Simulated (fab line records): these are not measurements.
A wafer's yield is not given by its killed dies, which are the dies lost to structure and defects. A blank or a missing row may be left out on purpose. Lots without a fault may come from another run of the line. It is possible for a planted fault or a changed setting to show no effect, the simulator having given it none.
Struck lot and sound lot, side by side || flow rit cmos || 21 out of 202 route steps
Sound: these wafers, L818.3, L818.4, L818.6. Wafers L829.1, L829.3, L829.4 were the ones struck. Last of all comes the cause.
Per side, at each step with rows, come the tool, then ch with its chambers, and then its first start. Under that, the readings that differ: sound wafers || struck wafers || difference of the means || sigmas: that difference in standard deviations of wafers without a fault.
alike: readings with means less than 2 such deviations apart, plus words and numbers identical on both sides. not compared: withheld readings, readings lacking a value on some wafer, bounds such as >300 that could conceal the same value, and numbers that have no deviation in the record and whose values overlap.
Wherever a step has rows on one side only, a row that says differs or no value, or a row with sigmas, the two part there. When numbers do not overlap yet have no deviation, they are printed without sigmas and do not part them. A reading that every wafer of one side lacks parts them only if that side has two wafers or more.

first, 2 steps without rows for these wafers: RIT_NSD_HMDS_00 (prime time 60 s); RIT_NSD_COAT_01 (resist thk 1000 nm).
RIT_NSD_SOFTBAKE_02: time 61.15 s.
  sound on litho track-03 ch 0, day 3 03:47; struck on litho track-04 ch 0, day 5 11:35
  alike: exhaust pa, plate sensor t centre C, plate sensor t edge C
then, 3 steps without rows for these wafers: RIT_NSD_EXPOSE_03 (exposes mask M9, target cd 40700 nm); RIT_NSD_PEB_04; RIT_NSD_DEVELOP_05 (develop time 50 s).
RIT_NSD_OVL_MEAS_06:
  sound: overlay-01 at day 3 04:26; struck: overlay-01 at day 5 12:15
  alike: NSD_OVL
then, 2 steps without rows for these wafers: RIT_NSD_HARDBAKE_07 (time 60 s); RIT_NSD_IMPLANT_08.
RIT_NSD_STRIP_09: strips in O2, time 180 s.
  sound on plasma asher-04 ch 0,1, day 3 04:49; struck on plasma asher-01 ch 0,1, day 5 12:35
  alike: drypump motor current A
  not compared: rf hours counter h
RIT_NSD_TW_MEAS_10:
  sound: film metro-02 at day 3 04:57; struck: film metro-02 at day 5 12:46
  alike: NSD_TW
then, 1 step without rows for these wafers: RIT_PSD_HMDS_00 (prime time 60 s).
RIT_PSD_COAT_01: resist thk 1000 nm.
  sound on litho track-04 ch 0, day 3 05:11; struck on litho track-01 ch 0, day 5 12:58
{"reading": "spin speed rpm (rpm)", "sound": "3250.9 3251.5 3248.1", "struck": "3914.6 3917.1 3918.3", "difference": "+666.5", "sigmas": "+99 or more"}
{"reading": "model.NOVOLAK_of_PSD_COAT_01.thk nm (nm)", "sound": "1001 1001 1001", "struck": "910.2 910.1 910.3", "difference": -90.8, "sigmas": ""}
  alike: exhaust pa
RIT_PSD_SOFTBAKE_02: time 62.92 s.
  sound on litho track-04 ch 0, day 3 05:20; struck on litho track-01 ch 0, day 5 13:07
  alike: exhaust pa, plate sensor t centre C, plate sensor t edge C
then, 3 steps without rows for these wafers: RIT_PSD_EXPOSE_03 (exposes mask M10, target cd 40900 nm); RIT_PSD_PEB_04; RIT_PSD_DEVELOP_05 (develop time 50 s).
RIT_PSD_OVL_MEAS_06:
  sound: overlay-02 at day 3 05:51; struck: overlay-01 at day 5 13:48
  alike: PSD_OVL
RIT_PSD_HARDBAKE_07: time 60 s.
  sound on litho track-01 ch 0, day 3 05:56; struck on litho track-04 ch 0, day 5 13:50
{"reading": "exhaust pa (Pa)", "sound": "44.1 43.5 44.1", "struck": "45.0 47.0 45.9", "difference": "+2.1", "sigmas": "+2"}
{"reading": "model.NOVOLAK_of_PSD_COAT_01.thk nm (nm)", "sound": "884.8 885 884.4", "struck": "805.2 805.1 805.3", "difference": -79.5, "sigmas": ""}
following that, these wafers have no rows for 1 step: RIT_PSD_IMPLANT_08.
RIT_M1_PROBE_99:
  sound wafers here have rows in the record (prober-02, day 3 14:22); struck ones have none

## WHERE THEY PART
Earliest at RIT_PSD_COAT_01; latest, in this record, at RIT_M1_PROBE_99.

WHY: the cause the simulator had injected
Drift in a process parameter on litho track-01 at RIT_PSD_COAT_01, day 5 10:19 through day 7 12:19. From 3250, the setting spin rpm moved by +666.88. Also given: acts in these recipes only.
